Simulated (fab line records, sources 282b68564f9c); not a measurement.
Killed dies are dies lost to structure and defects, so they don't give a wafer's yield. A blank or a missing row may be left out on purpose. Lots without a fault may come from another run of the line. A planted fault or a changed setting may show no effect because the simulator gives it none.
One fault seen from 2 desks | flow rit_cmos | each desk has only its own numbers; what lay behind them comes last

THE TOOL OWNER'S DESK: pecvd-02
The tool's own readings at RIT_CONTACT_CVD_00 (deposits SiO2 from TEOS, target thk 400 nm, time 61 s): means of the sampled wafers that have a number, for each lot that ran on this tool. A lot is out of limits, marked OUT, if its mean lies more than 4 standard deviations from the usual mean; the brackets give that distance.
Columns: A = heater_power_w at RIT_CONTACT_CVD_00, usual 313 W
lot  | first seen here | A
L550 | day 3 04:30     | 287
L556 | day 4 10:40     | 271
L565 | day 6 10:13     | 288
L568 | day 6 21:50     | 315
This desk's finding: nothing out of limits on any of the 4 lots.

THE METROLOGY DESK
What the gauges read, lot by lot, whatever tool the lot ran on: means of the sampled wafers that have a number. A lot is out of limits, marked OUT, if its mean lies more than 4 standard deviations from the usual mean; the brackets give that distance.
Columns: A = CONTACT_TEOS_THK at RIT_CONTACT_THK_MEAS_01, usual 398 nm
lot  | first seen here | A
L550 | day 3 04:33     | 392
L551 | day 3 07:41     | 394
L552 | day 3 11:58     | 397
L554 | day 4 02:42     | 403
L555 | day 4 05:35     | 401
L556 | day 4 10:44     | 401
L557 | day 4 14:23     | 395
L558 | day 5 01:07     | 399
L565 | day 6 10:16     | 379 (-4.1) OUT
L568 | day 6 21:53     | 374 (-5.1) OUT
L569 | day 7 02:27     | 398
L570 | day 7 06:52     | 387
L572 | day 7 18:00     | 395
L573 | day 7 21:34     | 398
This desk's finding: out of limits on L565, L568; first on L565, day 6 10:16 (CONTACT_TEOS_THK at RIT_CONTACT_THK_MEAS_01). In limits: L550, L551, L552, L554, L555, L556, L557, L558, L569, L570, L572, L573.

PUT TOGETHER
The metrology desk could have raised an alarm at day 6 10:16, on L565, L568.
The tool owner's desk saw nothing out of limits.
The tool owner's desk has L565, L568 on record, within its limits.
Of the lots named, all ran RIT_CONTACT_CVD_00 on pecvd-02.

WHAT THE SIMULATOR HAD PUT IN
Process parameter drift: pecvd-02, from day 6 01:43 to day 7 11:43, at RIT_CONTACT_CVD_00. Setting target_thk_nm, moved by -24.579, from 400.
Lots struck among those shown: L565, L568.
Hours from the fault's start to each desk's first reading out of limits: the metrology desk, 9.
